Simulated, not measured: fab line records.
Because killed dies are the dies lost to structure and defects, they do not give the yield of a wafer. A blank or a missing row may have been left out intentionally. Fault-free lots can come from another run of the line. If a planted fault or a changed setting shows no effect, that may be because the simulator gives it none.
fab line records + flow rit-cmos
record
- lots=14
- wafers=42
- last-day=6
route steps=202 shown SPACER@128
lots untouched by any fault: they come from a run of this same line in which no faults occurred
start-h: start of the lot's first displayed wafer, in hours after the record's first day + wait-h: how many hours have passed since the lot's step before this one + " repeats the value in the row above + L1.1+2: a row that stands for several wafers + - no value, or no start given + * or withheld: withheld + < > ~ a bound
route shown NAME@n: NAME is a module with steps in the file, n the number in the route of the first one + usual: the fault-free wafers' mean and standard deviation + same: alike in all rows + chamber/n: place in a boat + sites: per-site readings + _std_site: standard deviation of those values + _edge_site: mean of outer sites minus mean of inner sites + radius-mm: how far each site lies from the wafer's centre + mask NAME#n: copy n + behind: tool/chamber where the wafer was last shaped + hold: why the lot went on hold/how many hours it stayed there/how the hold came to an end + device: names the non-switching transistor (n, p or np) + end of line: the same wafers' tests at the end of the route + where a step has no rows: the recipe by itself + killed: the dies lost at the first sort to structure and to defects; this is not the yield of the wafer + map: the dies of a wafer, with x for killed, . for not killed, _ for no die there
set.NAME: the setting the step ran with; set.NAME@STEP: the setting that earlier step ran with + model.NAME: the simulator's own value behind a step, which no gauge read
steps of the route over a sample of lots; a table a step, a row a wafer
services: the hour from which a tool's chamber was out of use, counted from the record's first day as start-h (under 0 if before that day), plus the number of hours and why
## steps
# step RIT_SPACER_CVD_03
# recipe
- material=Si3N4
- target-thk-nm=250
- temp-c=810
- precursor=SiH2Cl2/NH3
- time-s=3300
- pressure-mtorr=300
- sih2cl2-flow-sccm=60
- nh3-flow-sccm=150
# usual
- spike-tc-centre-C=812.6/1.4
- spike-tc-source-C=833.0/1.2
- susceptor-temp-C=810.0/0.37
| lot.wafer | tool     | chamber | start-h | wait-h | spike-tc-centre-C | spike-tc-source-C | susceptor-temp-C |
|-----------|----------|---------|---------|--------|-------------------|-------------------|------------------|
| L394.1    | lpcvd-02 | 0       | 46.89   | 0.0    | 814.2             | 832.0             | 809.7            |
| L394.4    | "        | 0       | "       | "      | 814.1             | 832.4             | 809.8            |
| L394.5    | "        | 0       | "       | "      | 813.6             | 833.1             | 810.2            |
| L395.2    | lpcvd-02 | 0       | 54.91   | 0.0    | 813.1             | 832.5             | 809.6            |
| L395.4    | "        | 0       | "       | "      | 814.1             | 834.4             | 809.2            |
| L395.6    | "        | 0       | "       | "      | 814.3             | 832.2             | 809.1            |
| L396.2    | lpcvd-01 | 0       | 60.23   | 0.0    | 814.4             | 830.8             | 809.7            |
| L396.3    | "        | 0       | "       | "      | 812.1             | 831.9             | 809.9            |
| L396.5    | "        | 0       | "       | "      | 811.0             | 832.0             | 810.2            |
| L397.1    | lpcvd-02 | 0       | 67.01   | 0.0    | 812.0             | 833.3             | 810.2            |
| L397.3    | "        | 0       | "       | "      | 812.1             | 833.1             | 810.1            |
| L397.4    | "        | 0       | "       | "      | 813.8             | 833.4             | 809.8            |
| L399.1    | lpcvd-02 | 1       | 76.38   | 0.0    | 811.7             | 833.4             | 810.4            |
| L399.2    | "        | 1       | "       | "      | 811.9             | 834.1             | 810.1            |
| L399.3    | "        | 1       | "       | "      | 811.7             | 832.5             | 810.1            |
| L400.2    | lpcvd-02 | 0       | 79.58   | 0.0    | 815.1             | 831.3             | 809.5            |
| L400.4    | "        | 0       | "       | "      | 812.3             | 832.8             | 809.4            |
| L400.5    | "        | 0       | "       | "      | 814.1             | 832.1             | 809.4            |
| L401.2    | lpcvd-02 | 1       | 84.79   | 0.0    | 811.0             | 832.1             | 809.5            |
| L401.4    | "        | 1       | "       | "      | 811.7             | 834.8             | 809.2            |
| L401.6    | "        | 1       | "       | "      | 813.0             | 833.3             | 809.1            |
| L403.2    | lpcvd-02 | 0       | 94.88   | 1.9    | 814.3             | 833.7             | 810.1            |
| L403.4    | "        | 0       | "       | "      | 815.6             | 834.3             | 809.9            |
| L403.5    | "        | 0       | "       | "      | 813.2             | 833.3             | 810.4            |
| L404.4    | lpcvd-02 | 0       | 99.82   | 0.0    | 812.2             | 833.7             | 809.9            |
| L404.5    | "        | 0       | "       | "      | 814.7             | 833.0             | 810.3            |
| L404.6    | "        | 0       | "       | "      | 811.6             | 831.9             | 810.4            |
| L407.2    | lpcvd-02 | 1       | 111.29  | 0.0    | 807.9             | 835.0             | 810.1            |
| L407.3    | "        | 1       | "       | "      | 812.4             | 833.5             | 809.4            |
| L407.5    | "        | 1       | "       | "      | 811.0             | 833.1             | 810.2            |
| L408.2    | lpcvd-01 | 1       | 120.80  | 0.0    | 812.8             | 836.3             | 809.9            |
| L408.3    | "        | 1       | "       | "      | 811.2             | 833.2             | 809.5            |
| L408.4    | "        | 1       | "       | "      | 813.3             | 833.3             | 810.0            |
| L409.1    | lpcvd-02 | 0       | 124.49  | 0.9    | 813.2             | 832.5             | 810.2            |
| L409.5    | "        | 0       | "       | "      | 814.5             | 831.2             | 810.5            |
| L409.6    | "        | 0       | "       | "      | 815.3             | 834.9             | 810.9            |
| L410.1    | lpcvd-01 | 0       | 126.22  | 0.0    | 824.4             | 832.4             | 810.2            |
| L410.2    | "        | 0       | "       | "      | 823.9             | 832.3             | 810.0            |
| L410.4    | "        | 0       | "       | "      | 825.7             | 831.6             | 809.6            |
| L411.2    | lpcvd-01 | 0       | 134.18  | 0.0    | 824.5             | 831.7             | 810.1            |
| L411.3    | "        | 0       | "       | "      | 824.3             | 833.3             | 809.4            |
| L411.6    | "        | 0       | "       | "      | 825.5             | 830.9             | 809.4            |
# step RIT_SPACER_THK_MEAS_04
# recipe
- reads=Si3N4_of_SPACER_CVD_03
# usual
- SPACER_NITRIDE_THK=250.0/2.2
| lot.wafer | tool          | chamber | start-h | wait-h | SPACER_NITRIDE_THK[nm] |
|-----------|---------------|---------|---------|--------|------------------------|
| L394.1    | film-metro-03 | -       | 48.81   | 0.0    | 249.1                  |
| L394.4    | "             | -       | "       | "      | 247.9                  |
| L394.5    | "             | -       | "       | "      | 250.3                  |
| L395.2    | film-metro-01 | -       | 56.84   | 0.0    | 252.2                  |
| L395.4    | "             | -       | "       | "      | 251.5                  |
| L395.6    | "             | -       | "       | "      | 251.3                  |
| L396.2    | film-metro-03 | -       | 62.16   | 0.0    | 249.5                  |
| L396.3    | "             | -       | "       | "      | 247.5                  |
| L396.5    | "             | -       | "       | "      | 248.8                  |
| L397.1    | film-metro-01 | -       | 68.93   | 0.0    | 249.4                  |
| L397.3    | "             | -       | "       | "      | 248.7                  |
| L397.4    | "             | -       | "       | "      | 249.8                  |
| L399.1    | film-metro-04 | -       | 78.29   | 0.0    | 250.2                  |
| L399.2    | "             | -       | "       | "      | 250.8                  |
| L399.3    | "             | -       | "       | "      | 251.2                  |
| L400.2    | film-metro-03 | -       | 81.50   | 0.0    | 249.7                  |
| L400.4    | "             | -       | "       | "      | 250.0                  |
| L400.5    | "             | -       | "       | "      | 247.1                  |
| L401.2    | film-metro-01 | -       | 86.72   | 0.0    | 249.5                  |
| L401.4    | "             | -       | "       | "      | 249.7                  |
| L401.6    | "             | -       | "       | "      | 249.7                  |
| L403.2    | film-metro-03 | -       | 96.80   | 0.0    | 248.1                  |
| L403.4    | "             | -       | "       | "      | 247.3                  |
| L403.5    | "             | -       | "       | "      | 250.4                  |
| L404.4    | film-metro-01 | -       | 102.72  | 0.0    | 247.7                  |
| L404.5    | "             | -       | "       | "      | 246.7                  |
| L404.6    | "             | -       | "       | "      | 249.1                  |
| L407.2    | film-metro-03 | -       | 113.22  | 0.0    | 249.9                  |
| L407.3    | "             | -       | "       | "      | 252.5                  |
| L407.5    | "             | -       | "       | "      | 252.5                  |
| L408.2    | film-metro-04 | -       | 122.73  | 0.0    | 250.9                  |
| L408.3    | "             | -       | "       | "      | 251.5                  |
| L408.4    | "             | -       | "       | "      | 251.3                  |
| L409.1    | film-metro-03 | -       | 126.41  | 0.0    | 251.9                  |
| L409.5    | "             | -       | "       | "      | 253.1                  |
| L409.6    | "             | -       | "       | "      | 251.0                  |
| L410.1    | film-metro-01 | -       | 128.14  | 0.0    | 280.6                  |
| L410.2    | "             | -       | "       | "      | 282.3                  |
| L410.4    | "             | -       | "       | "      | 286.3                  |
| L411.2    | film-metro-01 | -       | 136.11  | 0.0    | 260.4                  |
| L411.3    | "             | -       | "       | "      | 265.2                  |
| L411.6    | "             | -       | "       | "      | 282.7                  |
# step RIT_SPACER_ETCHBACK_05
# recipe
- target-depth-a=2500
- SF6_flow_sccm=30
- CHF3_flow_sccm=30
- target=Si3N4
- chemistry=SF6/CHF3
- pressure-mtorr=40
- rf-w=250
- time-s=240
- stop-on=SiO2
# usual
- drypump-motor-current-A=5.7/0.56
- oes-product-au=0.845/0.013
- throttle-valve-pct=10.26/0.14
| lot.wafer | tool        | chamber | start-h | wait-h | drypump-motor-current-A | oes-product-au | rf-hours-counter-h | throttle-valve-pct |
|-----------|-------------|---------|---------|--------|-------------------------|----------------|--------------------|--------------------|
| L394.1    | rie-diel-02 | 1       | 48.87   | 0.1    | 5.0                     | 0.841          | 76                 | 10.36              |
| L394.4    | "           | 2       | "       | "      | 5.3                     | 0.851          | -                  | 10.20              |
| L394.5    | "           | 0       | "       | "      | 6.3                     | 0.862          | -                  | 10.29              |
| L395.2    | rie-diel-03 | 1       | 56.89   | 0.0    | 5.3                     | 0.847          | 52                 | 10.24              |
| L395.4    | "           | 1       | "       | "      | 5.3                     | 0.838          | -                  | 10.25              |
| L395.6    | "           | 1       | "       | "      | 5.3                     | 0.843          | -                  | 10.25              |
| L396.2    | rie-diel-01 | 1       | 62.21   | 0.0    | 5.6                     | 0.842          | 43                 | 10.03              |
| L396.3    | "           | 2       | "       | "      | 6.2                     | 0.820          | 92                 | 10.38              |
| L396.5    | "           | 0       | "       | "      | 5.9                     | 0.853          | -                  | 10.06              |
| L397.1    | rie-diel-01 | 2       | 68.99   | 0.1    | 6.3                     | 0.840          | 92                 | 10.39              |
| L397.3    | "           | 1       | "       | "      | 5.6                     | 0.838          | 43                 | 10.04              |
| L397.4    | "           | 3       | "       | "      | 6.6                     | 0.845          | 55                 | 10.33              |
| L399.1    | rie-diel-03 | 3       | 78.35   | 0.1    | 4.7                     | 0.867          | 48                 | 10.09              |
| L399.2    | "           | 2       | "       | "      | 5.6                     | 0.838          | 138                | 10.44              |
| L399.3    | "           | 0       | "       | "      | 5.5                     | 0.863          | 3                  | 10.51              |
| L400.2    | rie-diel-01 | 2       | 81.55   | 0.0    | 6.2                     | 0.823          | 93                 | 10.37              |
| L400.4    | "           | 3       | "       | "      | 6.6                     | 0.846          | 55                 | 10.33              |
| L400.5    | "           | 2       | "       | "      | 6.2                     | 0.823          | -                  | 10.37              |
| L401.2    | rie-diel-02 | 3       | 86.77   | 0.0    | 6.0                     | 0.828          | 7                  | 10.23              |
| L401.4    | "           | 3       | "       | "      | 6.0                     | 0.825          | -                  | 10.24              |
| L401.6    | "           | 0       | "       | "      | 6.3                     | 0.852          | -                  | 10.31              |
| L403.2    | rie-diel-01 | 1       | 96.85   | 0.0    | 5.6                     | 0.838          | 43                 | 10.04              |
| L403.4    | "           | 3       | "       | "      | 6.6                     | 0.844          | -                  | 10.33              |
| L403.5    | "           | 1       | "       | "      | 5.6                     | 0.841          | -                  | 10.02              |
| L404.4    | rie-diel-03 | 2       | 102.75  | 0.0    | 5.6                     | 0.826          | 138                | 10.45              |
| L404.5    | "           | 3       | "       | "      | 4.7                     | 0.851          | -                  | 10.08              |
| L404.6    | "           | 2       | "       | "      | 5.6                     | 0.825          | -                  | 10.47              |
| L407.2    | rie-diel-02 | 2       | 113.27  | 0.0    | 5.3                     | 0.871          | 0                  | 10.21              |
| L407.3    | "           | 0       | "       | "      | 6.3                     | 0.851          | 84                 | 10.30              |
| L407.5    | "           | 3       | "       | "      | 6.0                     | 0.835          | -                  | 10.24              |
| L408.2    | rie-diel-03 | 3       | 122.78  | 0.0    | 4.7                     | 0.863          | 49                 | 10.08              |
| L408.3    | "           | 1       | "       | "      | 5.3                     | 0.838          | 54                 | 10.24              |
| L408.4    | "           | 2       | "       | "      | 5.6                     | 0.832          | 139                | 10.45              |
| L409.1    | rie-diel-02 | 1       | 126.47  | 0.1    | 4.9                     | 0.846          | 78                 | 10.37              |
| L409.5    | "           | 1       | "       | "      | 5.0                     | 0.842          | -                  | 10.38              |
| L409.6    | "           | 2       | "       | "      | 5.3                     | 0.865          | -                  | 10.21              |
| L410.1    | rie-diel-01 | 3       | 128.20  | 0.1    | 6.6                     | 0.924          | 56                 | 10.36              |
| L410.2    | "           | 1       | "       | "      | 5.6                     | 0.916          | 44                 | 10.05              |
| L410.4    | "           | 0       | "       | "      | 5.9                     | 0.934          | 1                  | 10.10              |
| L411.2    | rie-diel-02 | 0       | 136.16  | 0.0    | 6.3                     | 0.881          | 85                 | 10.32              |
| L411.3    | "           | 2       | "       | "      | 5.3                     | 0.895          | 1                  | 10.22              |
| L411.6    | "           | 0       | "       | "      | 6.3                     | 0.936          | -                  | 10.33              |
## services
| tool        | chamber | start-h | hours | kind           |
|-------------|---------|---------|-------|----------------|
| rie-diel-02 | 1       | 27.36   | 2.0   | repair         |
| rie-diel-02 | 3       | 45.81   | 6.1   | repair         |
| lpcvd-02    | -       | 50.99   | 2.8   | pm             |
| rie-diel-03 | 2       | 52.50   | 9.5   | repair         |
| rie-diel-03 | 3       | 59.59   | 4.2   | repair         |
| rie-diel-02 | 2       | 84.55   | -     | clean          |
| rie-diel-02 | 2       | 84.55   | 20.4  | scheduled-down |
| rie-diel-02 | 2       | 84.55   | 20.4  | vent-cycle     |
| rie-diel-01 | 0       | 92.51   | 5.3   | repair         |
| rie-diel-03 | -       | 113.42  | 1.0   | repair         |
| rie-diel-02 | 3       | 121.12  | 15.6  | repair         |
| rie-diel-02 | 1       | 122.91  | 2.9   | repair         |
| rie-diel-03 | -       | 131.76  | 14.6  | pm             |
## key
first-sign
- step=RIT_SPACER_CVD_03
- reading=spike-tc-centre-C
- direction=up
- sigmas=8.5
- usual=812.6
- struck=824.7
effect
- step=RIT_SPACER_THK_MEAS_04
- reading=SPACER_NITRIDE_THK
- direction=up
- sigmas=12
- usual=250.0
- struck=276.3
effect
- step=RIT_SPACER_ETCHBACK_05
- reading=oes-product-au
- direction=up
- sigmas=5.2
- usual=0.845
- struck=0.915
met-at RIT_SPACER_CVD_03
struck-lots L410,L411
struck-wafers L410.1,L410.2,L410.4,L411.2,L411.3,L411.6
tester-left-out L410,L411
onset-between 60.23 126.22
fault
- kind=process-parameter-drift
- tool=lpcvd-01
- chamber=0
- onset-h=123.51
- steps=RIT_SPACER_CVD_03
- channel=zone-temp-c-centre
- offset=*
- shape=step
- end-h=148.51
# tester-left-out: of these lots the tester's yield and bins aren't shown, on N5 and GAA mostly nor the transistor test; their killed dies are dies lost to structure and defects alone, not to doping, threshold or leakage, so they don't give the yield
